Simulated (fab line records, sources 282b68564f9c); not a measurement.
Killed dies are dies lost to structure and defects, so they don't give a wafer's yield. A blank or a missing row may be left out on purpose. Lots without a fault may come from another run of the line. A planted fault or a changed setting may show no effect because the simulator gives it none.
Which tool did it? | flow rit_cmos | 14 lots, 42 wafers sampled, at 2 steps of a route of 202

WHAT THE GAUGES READ, wafer by wafer
The record holds no reading of a measuring or inspecting step that can be judged against a usual standard deviation.

WHICH TOOL RAN EACH LOT (tool, then ch and the chambers of the sampled wafers, then the start)
lot  | RIT_NRETRO_IMPLANT_08          | RIT_M1_PROBE_99
L696 | implanter-03 ch 0, day 2 10:30 | prober-01, day 3 14:27
L697 | implanter-02 ch 0, day 2 15:07 | prober-02, day 3 19:41
L698 | implanter-03 ch 0, day 2 20:23 | prober-01, day 4 01:34
L699 | implanter-03 ch 0, day 3 02:32 | prober-01, day 4 07:05
L700 | implanter-03 ch 0, day 3 07:44 | prober-02, day 4 14:14
L702 | implanter-03 ch 0, day 3 16:08 | prober-02, day 4 21:36
L703 | implanter-03 ch 0, day 3 22:39 | prober-01, day 5 04:31
L706 | implanter-03 ch 0, day 4 13:29 | prober-02, day 5 17:28
L707 | implanter-02 ch 0, day 4 18:13 | prober-01, day 5 21:00
L708 | implanter-01 ch 0, day 5 02:21 | prober-02, day 6 07:21
L710 | implanter-02 ch 0, day 5 08:31 | prober-02, day 6 11:27
L712 | implanter-02 ch 0, day 5 20:33 | prober-02, day 7 00:31
L716 | implanter-01 ch 0, day 6 14:33 | prober-02, day 7 17:22
L717 | implanter-03 ch 0, day 6 20:47 | prober-01, day 8 00:29
- RIT_NRETRO_IMPLANT_08
- RIT_M1_PROBE_99

WHAT THE TOOLS THEMSELVES READ (means of the sampled wafers that have a number; where no wafer has one, the mark that the record gives instead)
RIT_NRETRO_IMPLANT_08. Usual: dose_ions_cm2 1.0001e+13, standard deviation 1.1e+10; tilt_deg 7.007 degrees, standard deviation 0.022.
lot  | tool         | dose_ions_cm2 | tilt_deg (degrees) | flag
L696 | implanter-03 | 9.9963e+12    | 7.006              |
L697 | implanter-02 | 9.9993e+12    | 7.002              |
L698 | implanter-03 | 1.0016e+13    | 6.986              |
L699 | implanter-03 | 1.0011e+13    | 7.015              |
L700 | implanter-03 | 1.0002e+13    | 6.996              |
L702 | implanter-03 | 9.9923e+12    | 7.002              |
L703 | implanter-03 | 9.9983e+12    | 7.032              |
L706 | implanter-03 | 1.0004e+13    | 6.978              |
L707 | implanter-02 | 9.9940e+12    | 7.023              |
L708 | implanter-01 | 9.9907e+12    | 7.015              |
L710 | implanter-02 | 9.9990e+12    | 7.577              | OFF
L712 | implanter-02 | 9.9993e+12    | 7.610              | OFF
L716 | implanter-01 | 9.9963e+12    | 7.004              |
L717 | implanter-03 | 9.9973e+12    | 7.004              |

RIT_M1_PROBE_99. Usual: killed_at_M0_to_M3 0.0, standard deviation 0.12; killed_at_contacts 0.1, standard deviation 0.27; killed_at_front_end 7, standard deviation 3.1; killed_dies 7, standard deviation 3.1; killed_open 3.6, standard deviation 2.3; killed_short 3.2, standard deviation 2.
lot  | tool      | killed_at_M0_to_M3 | killed_at_contacts | killed_at_front_end | killed_dies | killed_open | killed_short | flag
L696 | prober-01 | 0.0                | 0.3                | 9                   | 9           | 3.3         | 5.7          |
L697 | prober-02 | 0.0                | 0.0                | 8                   | 8           | 4.7         | 3.7          |
L698 | prober-01 | 0.0                | 0.0                | 8                   | 8           | 3.0         | 5.0          |
L699 | prober-01 | 0.0                | 0.0                | 6                   | 6           | 4.0         | 1.7          |
L700 | prober-02 | 0.0                | 0.0                | 7                   | 7           | 2.3         | 4.3          |
L702 | prober-02 | 0.0                | 0.0                | 5                   | 5           | 1.7         | 3.0          |
L703 | prober-01 | 0.0                | 0.0                | 6                   | 6           | 3.3         | 2.3          |
L706 | prober-02 | 0.0                | 0.0                | 6                   | 6           | 3.7         | 2.0          |
L707 | prober-01 | 0.0                | 0.0                | 7                   | 7           | 3.7         | 3.3          |
L708 | prober-02 | 0.0                | 0.3                | 5                   | 6           | 2.7         | 2.7          |
L710 | prober-02 | 0.0                | 0.0                | 5                   | 5           | 2.3         | 3.0          |
L712 | prober-02 | 0.3                | 0.0                | 7                   | 7           | 5.0         | 2.0          |
L716 | prober-02 | 0.0                | 0.0                | 3                   | 3           | 2.0         | 1.3          |
L717 | prober-01 | 0.0                | 0.0                | 8                   | 8           | 5.3         | 2.7          |

THE ANSWER, worked out from the rows above alone
Rule: a lot is off if the mean of its wafers that have a number lies more than 3 standard deviations from the usual mean. A lot without any number at a reading at which 4 lots or more have one is off too. The other lots that the step has rows for count as sound. The gauges are gone through in route order, then the tools' own readings, and for those a lot's mean is taken as printed above. The first step at which some lot is off is used, and at that step the reading that is off furthest; a lot without a number counts as furthest.
Off: L710, L712, at RIT_NRETRO_IMPLANT_08 (tilt_deg).
A tool fits if, at that step or a process step before it, it ran every lot that is off, and no sound lot after the first of them. One fits: implanter-02 at RIT_NRETRO_IMPLANT_08. Its last sound lot is L707 (day 4 18:13), its first lot that is off L710 (day 5 08:31): a fault that began between those two fits.
The tool's own readings at RIT_NRETRO_IMPLANT_08 bear it out: on the lots that are off they differ by more than 5 times the standard deviation of the sound lots' means. tilt_deg reads 7.594 degrees there against 7.005 degrees on the sound lots.

WHAT THE SIMULATOR HAD PUT IN
Process parameter drift: implanter-02, from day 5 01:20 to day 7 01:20, at RIT_NRETRO_IMPLANT_08. Setting tilt_deg, moved by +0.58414, from 7. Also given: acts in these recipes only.
Lots struck among those shown: L710, L712. The rule above found the same.
